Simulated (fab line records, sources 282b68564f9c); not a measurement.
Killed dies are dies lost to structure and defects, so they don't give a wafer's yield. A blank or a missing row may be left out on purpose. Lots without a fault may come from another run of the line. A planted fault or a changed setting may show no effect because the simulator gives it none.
Which tool did it? | flow rit_cmos | 11 lots, 33 wafers sampled, at 2 steps of a route of 202

WHAT THE GAUGES READ, wafer by wafer
RIT_NRETRO_OVL_MEAS_06. Usual: NRETRO_OVL -0.6 nm, standard deviation 1.5.
lot  | measured    | on         | NRETRO_OVL (nm) | flag
L746 | day 2 05:19 | overlay-01 | -0.9 -0.6 -1.1  |
L747 | day 2 11:43 | overlay-01 | 0.3 -1.4 -0.9   |
L750 | day 3 07:45 | overlay-01 | - - -           | OFF
L752 | day 3 13:19 | overlay-01 | - - -           | OFF
L753 | day 3 17:04 | overlay-02 | - - -           | OFF
L758 | day 4 17:55 | overlay-02 | - - -           | OFF
L760 | day 5 04:22 | overlay-01 | 0.7 0.0 0.1     |
L761 | day 5 09:36 | overlay-02 | 0.8 1.2 -0.6    |
L763 | day 5 18:13 | overlay-01 | 1.8 0.1 -0.7    |
L764 | day 5 23:11 | overlay-01 | -1.8 -0.2 -1.8  |
L766 | day 6 09:02 | overlay-02 | 1.7 2.6 0.8     |

WHICH TOOL RAN EACH LOT (tool, then ch and the chambers of the sampled wafers, then the start)
lot  | RIT_NRETRO_EXPOSE_03
L746 | iline_stepper-02 ch 0, day 2 04:55
L747 | iline_stepper-01 ch 0, day 2 11:17
L750 | iline_stepper-01 ch 0, day 3 07:20
L752 | iline_stepper-01 ch 0, day 3 12:55
L753 | iline_stepper-01 ch 0, day 3 16:40
L758 | iline_stepper-01 ch 0, day 4 17:29
L760 | iline_stepper-02 ch 0, day 5 03:58
L761 | iline_stepper-02 ch 0, day 5 09:11
L763 | iline_stepper-02 ch 0, day 5 17:48
L764 | iline_stepper-02 ch 0, day 5 22:46
L766 | iline_stepper-02 ch 0, day 6 08:37
- RIT_NRETRO_EXPOSE_03: exposes mask M4, target cd 43900 nm.

WHAT THE TOOLS THEMSELVES READ (means of the sampled wafers that have a number; where no wafer has one, the mark that the record gives instead)
RIT_NRETRO_EXPOSE_03. Usual: focus_offset_nm 0.1 nm, standard deviation 0.5; reticle_temp_C 23.00 C, standard deviation 0.1; stage_vel_mm_s 500.00 mm/s, standard deviation 0.27.
lot  | tool             | focus_offset_nm (nm) | reticle_temp_C (C) | stage_vel_mm_s (mm/s) | flag
L746 | iline_stepper-02 | -0.4                 | 23.04              | 500.17                |
L747 | iline_stepper-01 | 0.0                  | 22.96              | 500.12                |
L750 | iline_stepper-01 | 0.1                  | 22.98              | 499.72                |
L752 | iline_stepper-01 | 0.1                  | 23.02              | 500.08                |
L753 | iline_stepper-01 | -0.3                 | 23.04              | 499.85                |
L758 | iline_stepper-01 | 0.1                  | 22.98              | 500.09                |
L760 | iline_stepper-02 | -0.2                 | 22.98              | 499.82                |
L761 | iline_stepper-02 | -0.7                 | 22.99              | 499.97                |
L763 | iline_stepper-02 | 0.4                  | 23.06              | 500.44                |
L764 | iline_stepper-02 | 0.5                  | 23.09              | 500.07                |
L766 | iline_stepper-02 | -0.0                 | 23.03              | 499.83                |

THE ANSWER, worked out from the rows above alone
Rule: a lot is off if the mean of its wafers that have a number lies more than 3 standard deviations from the usual mean. A lot without any number at a reading at which 4 lots or more have one is off too. The other lots that the step has rows for count as sound. The gauges are gone through in route order, then the tools' own readings, and for those a lot's mean is taken as printed above. The first step at which some lot is off is used, and at that step the reading that is off furthest; a lot without a number counts as furthest.
Off: L750, L752, L753, L758, at RIT_NRETRO_OVL_MEAS_06 (NRETRO_OVL). Without a number there: L750, L752, L753, L758.
A tool fits if, at a process step before that reading, it ran every lot that is off, and no sound lot after the first of them. The gauges at RIT_NRETRO_OVL_MEAS_06 are tried like those tools. One fits: iline_stepper-01 at RIT_NRETRO_EXPOSE_03. Its last sound lot is L747 (day 2 11:17), its first lot that is off L750 (day 3 07:20): a fault that began between those two fits.

WHAT THE SIMULATOR HAD PUT IN
Scanner matching overlay: iline_stepper-01, from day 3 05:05 on, at RIT_NRETRO_EXPOSE_03. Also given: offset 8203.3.
Lots struck among those shown: L750, L752, L753, L758. The rule above found the same.
